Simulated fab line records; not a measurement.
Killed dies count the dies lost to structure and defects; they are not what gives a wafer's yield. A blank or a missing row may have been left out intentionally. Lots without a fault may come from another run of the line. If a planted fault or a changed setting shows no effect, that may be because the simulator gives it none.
fab line records | flow berkeley-cmos170
record: lots: 14 wafers: 42 last-day: 12
route steps=331 shown START@1 NWELL@26 SDANNEAL@205 M3@325
lots that met no fault: taken from a fault-free run of the same line
start-h: hours from the record's first day to the start of the lot's first wafer shown | wait-h: hours from the lot's prior step to this one | " repeats the value in the row above | L1.1+2: a single row standing in for several wafers | - no value, or no start was given | * or withheld: withheld | < > ~ a bound
route shown NAME@n: NAME is a module with steps in the file, n the number in the route of the first one | usual: mean/standard deviation of fault-free wafers | same: alike in all rows | chamber/n: place in a boat | sites: each site's reading | _std_site: standard deviation of those values | _edge_site: inner sites' mean taken away from outer sites' mean | radius-mm: how far each site lies from the wafer's centre | mask NAME#n: copy n | behind: the most recent tool/chamber to have shaped the wafer | hold: why the lot was held/for how many hours/how that ended | device: which transistor (n, p or np) failed to switch | end of line: at the end of the route, the tests of the same wafers | where a step has no rows: the recipe by itself | killed: count of dies lost to structure and defects at first sort (not the wafer's yield) | map: the dies of a wafer, with x for killed, . for not killed, _ for no die there
set.NAME: the setting as run; set.NAME@STEP: as run at that earlier step | model.NAME: the simulator's own value behind a step, which no gauge read
a sample of lots followed through the steps of the route, with each step as a table and each wafer as a row
services: the hour from which a tool's chamber was out of use, counted from the record's first day as start-h (under 0 if before that day), plus the number of hours and why
== steps ==
step: UCB170_START_BOW_MEAS_00
recipe: mode: bow
usual: INCOMING_BOW: 0/6.2
columns lot.wafer tool chamber start-h wait-h INCOMING_BOW[um]
L903.1 film-metro-01 - 10.00 - -3
L903.3 " - " " -3
L903.5 " - " " 8
L905.1 film-metro-01 - 20.00 - 5
L905.2 " - " " -2
L905.4 " - " " -6
L906.1 film-metro-02 - 25.00 - -6
L906.3 " - " " 4
L906.5 " - " " 0
L907.1 film-metro-02 - 30.00 - -3
L907.2 " - " " -1
L907.6 " - " " 0
L908.1 film-metro-02 - 35.00 - -5
L908.5 " - " " -5
L908.6 " - " " 0
L909.2 film-metro-02 - 40.02 - 15
L909.5 " - " " -2
L909.6 " - " " 0
L910.1 film-metro-02 - 45.00 - 3
L910.4 " - " " 3
L910.6 " - " " 5
L911.1 film-metro-04 - 50.00 - 13
L911.4 " - " " -16
L911.5 " - " " -12
L914.1 film-metro-01 - 65.00 - 0
L914.3 " - " " 1
L914.6 " - " " 4
L915.2 film-metro-04 - 70.02 - 10
L915.3 " - " " -6
L915.5 " - " " 2
L921.1 film-metro-01 - 100.00 - 6
L921.3 " - " " -9
L921.6 " - " " -7
L923.2 film-metro-01 - 110.02 - 7
L923.4 " - " " -6
L923.6 " - " " -1
L924.2 film-metro-02 - 115.02 - -4
L924.4 " - " " -7
L924.5 " - " " 5
L926.3 film-metro-01 - 125.04 - -7
L926.4 " - " " -1
L926.5 " - " " 2
step: UCB170_NWELL_OVL_MEAS_12
usual: NWELL_OVL: -1/6.9
columns lot.wafer tool chamber start-h wait-h NWELL_OVL[nm]
L903.1 overlay-02 - 30.54 - -4
L903.3 " - " " -4
L903.5 " - " " -7
L905.1 overlay-02 - 42.04 - 7
L905.2 " - " " 6
L905.4 " - " " 13
L906.1 overlay-02 - 48.96 - 11
L906.3 " - " " 12
L906.5 " - " " 12
L907.1 overlay-01 - 55.37 - -10
L907.2 " - " " -15
L907.6 " - " " 0
L908.1 overlay-01 - 60.38 - -6
L908.5 " - " " -3
L908.6 " - " " 1
L909.2 overlay-02 - 65.97 - 0
L909.5 " - " " -1
L909.6 " - " " 6
L910.1 overlay-01 - 72.70 - -5
L910.4 " - " " -10
L910.6 " - " " -5
L911.1 overlay-01 - 77.97 - -3
L911.4 " - " " -1
L911.5 " - " " -2
L915.2 overlay-01 - 87.65 - -4
L915.3 " - " " 0
L915.5 " - " " 3
L914.1 overlay-02 - 87.90 - 5
L914.3 " - " " 6
L914.6 " - " " -2
L921.1 overlay-01 - 118.73 - 12
L921.3 " - " " 4
L921.6 " - " " 13
L923.2 overlay-02 - 130.10 - -2
L923.4 " - " " 0
L923.6 " - " " 4
L924.2 overlay-02 - 136.01 - -1
L924.4 " - " " -4
L924.5 " - " " 3
L926.3 overlay-01 - 143.52 - -5
L926.4 " - " " -5
L926.5 " - " " -3
step: UCB170_SDANNEAL_RTA_01
recipe: temp-c: 1050 time-s: 5 ambient: N2
usual: anneal-temp-c-max: 1053.9/0.75 chamber-o2-ppm: 2.001/0.022 lamp-power-pct: 37.9/2.6 wafer_temp_C_max: 1056.2/1.2
columns lot.wafer tool chamber start-h wait-h anneal-temp-c-max chamber-o2-ppm lamp-power-pct wafer_temp_C_max
L903.1 rtp-anneal-01 0 125.84 0.1 1054.2 2.015 34.8 1054.6
L903.3 " 0 " " 1054.2 2.012 34.8 1057.4
L903.5 " 0 " " 1054.2 2.008 34.8 1056.5
L905.1 rtp-anneal-01 0 141.66 0.1 1053.3 1.937 34.9 1054.9
L905.2 " 0 " " 1055.1 1.996 34.9 1055.0
L905.4 " 0 " " 1054.7 1.985 34.8 1059.4
L906.1 rtp-anneal-01 0 152.93 0.1 1053.5 2.005 34.8 1057.7
L906.3 " 0 " " 1054.0 2.019 34.8 1055.7
L906.5 " 0 " " 1053.5 2.033 34.8 1056.8
L907.1 rtp-anneal-02 0 165.20 0.1 1053.8 1.967 40.1 1056.5
L907.2 " 0 " " 1054.0 1.995 40.0 1055.6
L907.6 " 0 " " 1052.3 1.973 40.0 1056.0
L908.1 rtp-anneal-01 0 165.35 0.1 1053.2 1.975 34.9 1057.4
L908.5 " 0 " " 1053.7 2.008 34.8 1056.2
L908.6 " 0 " " 1053.8 1.988 34.8 1056.9
L909.2 rtp-anneal-02 0 165.60 0.1 1053.2 1.999 40.1 1055.2
L909.5 " 0 " " 1054.2 1.990 40.1 1055.3
L909.6 " 0 " " 1054.2 2.011 40.0 1057.0
L910.1 rtp-anneal-02 0 179.60 0.1 1053.7 1.992 40.1 1057.1
L910.4 " 0 " " 1054.8 1.985 40.1 1055.3
L910.6 " 0 " " 1054.7 2.003 40.0 1059.0
L911.1 rtp-anneal-01 0 189.06 0.1 1052.6 2.026 34.9 1055.3
L911.4 " 0 " " 1053.7 2.050 34.9 1055.3
L911.5 " 0 " " 1053.1 2.020 34.8 1054.8
L915.2 rtp-anneal-02 - 199.34 0.1 - - - -
L915.3 " - " " - - - -
L915.5 " - " " - - - -
L914.1 rtp-anneal-01 - 204.01 0.1 - - - -
L914.3 " - " " - - - -
L914.6 " - " " - - - -
L921.1 rtp-anneal-02 0 229.03 0.1 1054.6 1.961 40.1 1055.4
L921.3 " 0 " " 1053.6 2.001 40.1 1057.0
L921.6 " 0 " " 1053.8 1.980 40.1 1055.2
L923.2 rtp-anneal-02 0 238.75 0.1 1053.1 1.996 40.0 1055.7
L923.4 " 0 " " 1053.4 1.998 40.1 1055.2
L923.6 " 0 " " 1053.0 2.023 40.1 1056.3
L924.2 rtp-anneal-01 0 252.64 0.1 1054.4 2.004 34.8 1056.2
L924.4 " 0 " " 1054.0 1.979 34.8 1054.9
L924.5 " 0 " " 1054.5 2.006 34.8 1054.3
L926.3 rtp-anneal-02 0 253.57 0.1 1054.5 1.994 40.1 1058.4
L926.4 " 0 " " 1052.8 1.999 40.0 1056.7
L926.5 " 0 " " 1055.5 2.011 40.1 1057.6
step: UCB170_M3_OVL_MEAS_16
usual: M3_OVL: 0/6.8
columns lot.wafer tool chamber start-h wait-h M3_OVL[nm]
L903.1 overlay-01 - 152.25 0.1 2
L903.3 " - " " -2
L903.5 " - " " 2
L905.1 overlay-02 - 164.15 0.1 -13
L905.2 " - " " -13
L905.4 " - " " -13
L906.1 overlay-01 - 177.31 0.1 -1
L906.3 " - " " 6
L906.5 " - " " 5
L907.1 overlay-02 - 189.09 0.1 -3
L907.2 " - " " -3
L907.6 " - " " 3
L909.2 overlay-02 - 189.65 0.1 7
L909.5 " - " " 3
L909.6 " - " " 4
L908.1 overlay-01 - 189.77 0.1 11
L908.5 " - " " 11
L908.6 " - " " 7
L910.1 overlay-02 - 206.24 0.1 5
L910.4 " - " " -6
L910.6 " - " " -5
L911.1 overlay-02 - 213.09 0.1 -4
L911.4 " - " " -2
L911.5 " - " " -1
L921.1 overlay-02 - 250.42 0.1 1
L921.3 " - " " -1
L921.6 " - " " -2
L923.2 overlay-01 - 262.45 0.1 4
L923.4 " - " " 6
L923.6 " - " " 12
L924.2 overlay-01 - 272.92 0.1 -6
L924.4 " - " " -6
L924.5 " - " " -6
L926.3 overlay-01 - 277.85 0.1 5
L926.4 " - " " 2
L926.5 " - " " 0
== services ==
columns tool chamber start-h hours kind
rtp-anneal-02 - 106.34 2.7 pm
rtp-anneal-01 - 236.09 3.8 pm
== key ==
first-sign: step: UCB170_SDANNEAL_RTA_01 reading: tool-record direction: missing
effect none on later readings
met-at UCB170_SDANNEAL_RTA_01
struck-lots L914,L915
later-rows-left-out L914.1,L914.3,L914.6,L915.2,L915.3,L915.5
sort-left-out L914.1,L914.3,L914.6,L915.2,L915.3,L915.5
tester-left-out L914,L915
not-acting-at UCB170_START_BOW_MEAS_00,UCB170_NWELL_OVL_MEAS_12,UCB170_M3_OVL_MEAS_16
onset-between 189.06 199.34
fault: kind: skipped-step-whole tool: rtp-anneal-01,rtp-anneal-02 chamber: - onset-h: 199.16 steps: UCB170_SDANNEAL_RTA_01 scope: struck-lots-only
tester-left-out: of these lots the tester's yield and bins aren't shown, on N5 and GAA mostly nor the transistor test; their killed dies are dies lost to structure and defects alone, not to doping, threshold or leakage, so they don't give the yield
sort-left-out: the simulated sort isn't trusted on such a fault, so these wafers' sort isn't shown, and their yield isn't known
later-rows-left-out: the simulator's readings of these wafers behind a module that went badly wrong aren't trusted and aren't shown, but for the sort
